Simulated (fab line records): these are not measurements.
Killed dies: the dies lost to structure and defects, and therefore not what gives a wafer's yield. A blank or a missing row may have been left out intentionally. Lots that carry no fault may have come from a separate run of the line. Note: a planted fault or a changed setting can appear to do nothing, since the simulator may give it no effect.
The tool behind it: which one?	flow berkeley cmos170	7 lots, 21 wafers sampled, at 3 steps of a route of 331

WHAT THE GAUGES READ, wafer by wafer
UCB170_V1_OVL_MEAS_13.
lot	measured	on	V1_OVL (nm)
L966	day 9 12:50	overlay-01	12 8 7
L969	day 10 04:44	overlay-01	-2 -3 3
L973	day 10 17:16	overlay-01	-5 -3 -6
L977	day 11 16:16	overlay-02	-9 -12 -7
L980	day 12 09:24	overlay-02	4 1 6
L982	day 13 01:05	overlay-01	-13 -11 -10
L983	day 13 04:08	overlay-01	3 -7 1

EACH LOT AND THE TOOL THAT RAN IT (in order: tool; ch and the chambers of the sampled wafers; start)
lot	UCB170_PSD_EXPOSE_03	UCB170_CONTACT_STRIP_06
L966	krf scanner-02 ch 0, day 8 15:07	plasma asher-04 ch 0,1, day 9 03:04
L969	krf scanner-01 ch 0, day 9 07:06	plasma asher-04 ch 0,1, day 9 19:11
L973	krf scanner-02, day 9 22:08	plasma asher-04 ch 0, day 10 06:26
L977	krf scanner-01 ch 0, day 10 20:44	plasma asher-01 ch 0,1, day 11 05:04
L980	krf scanner-01 ch 0, day 11 09:14	plasma asher-03 ch 0,1, day 11 21:47
L982	krf scanner-01 ch 0, day 12 02:55	plasma asher-04 ch 0,1, day 12 14:58
L983	krf scanner-01 ch 0, day 12 03:23	plasma asher-01 ch 0,1, day 12 17:23
- UCB170_PSD_EXPOSE_03: exposes mask PSELECT MOD, target cd 1200 nm.
- UCB170_CONTACT_STRIP_06: strips in O2.

THE ANSWER, worked out from the rows above alone
Rule: the usual values come from the lots themselves. Put in order of their means at a reading, lots are off if they are a third of the lots or fewer, leave a main group of 4 or more, and stand apart from it by a gap of 3 or more times the standard deviation of the main group's means; of several such gaps the widest counts. A main group whose means are all the same, to the digits that the tables above print for the reading, isn't used. A lot without any number at a reading at which 4 lots or more have one is off too. All remaining lots with rows at the step are treated as sound.
Across all readings shown, no lot is off: no conclusion can be drawn from this.

WHAT THE SIMULATOR HAD PUT IN
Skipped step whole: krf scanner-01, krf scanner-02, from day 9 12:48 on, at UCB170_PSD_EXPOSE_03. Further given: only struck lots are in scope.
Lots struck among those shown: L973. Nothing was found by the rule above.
